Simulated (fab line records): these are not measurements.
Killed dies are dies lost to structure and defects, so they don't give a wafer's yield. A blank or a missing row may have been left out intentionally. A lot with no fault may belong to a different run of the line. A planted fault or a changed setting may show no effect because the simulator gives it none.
Which tool is to blame? -- flow berkeley cmos170 -- 14 lots (42 wafers sampled), 1 step of a 331-step route

WHAT THE GAUGES SHOWED, per wafer
UCB170_PLDD_OVL_MEAS_07.
lot,measured,on,PLDD_OVL (nm)
L955,day 7 18:35,overlay-02,-3 7 -1
L960,day 8 03:55,overlay-02,0 -8 0
L957,day 8 04:14,overlay-02,2 2 -2
L956,day 8 04:40,overlay-02,-13 -13 -10
L958,day 8 04:48,overlay-02,-8 1 -5
L961,day 8 16:40,overlay-02,-2 -2 -8
L964,day 9 11:43,overlay-02,-5 -6 1
L969,day 10 01:49,overlay-01,-6 -8 -2
L966,day 10 02:47,overlay-01,-2 -12 -9
L967,day 10 03:02,overlay-02,-12 -4 -12
L970,day 10 15:13,overlay-01,3 -1 1
L973,day 11 07:43,overlay-01,-5 -4 4
L977,day 12 01:11,overlay-01,1 -10 -7
L978,day 12 04:28,overlay-02,-4 -5 -4

EACH LOT AND THE TOOL THAT RAN IT (in order: tool; ch and the chambers of the sampled wafers; start)
Record: no process step prior to these readings.

AS READ BY THE TOOLS THEMSELVES (means over the sampled wafers that have a number; for cases with no such wafer, the mark the record gives instead)
The record holds no such reading with a usual standard deviation.

THE ANSWER, worked out from the rows above alone
Rule: usual is defined by the lots themselves. The widest of any qualifying gaps counts: lots, ordered by their means at a reading, are off when they make up no more than a third of the lots, leave a main group of 4 or more, and stand apart from it by 3 or more times the standard deviation of that group's means. A main group whose means are all the same, to the digits that the tables above print for the reading, isn't used. A lot without any number at a reading at which 4 lots or more have one is off too. Where the step has rows for the other lots, those lots are counted as sound. The gauges are gone through in route order, then the tools' own readings, and for those a lot's mean is taken as printed above. The first step at which some lot is off is used, and at that step the reading that is off furthest; a lot without a number counts as furthest.
No lot is off at any reading shown: from this, nothing can be told.

WHAT HAD BEEN PUT IN BY THE SIMULATOR
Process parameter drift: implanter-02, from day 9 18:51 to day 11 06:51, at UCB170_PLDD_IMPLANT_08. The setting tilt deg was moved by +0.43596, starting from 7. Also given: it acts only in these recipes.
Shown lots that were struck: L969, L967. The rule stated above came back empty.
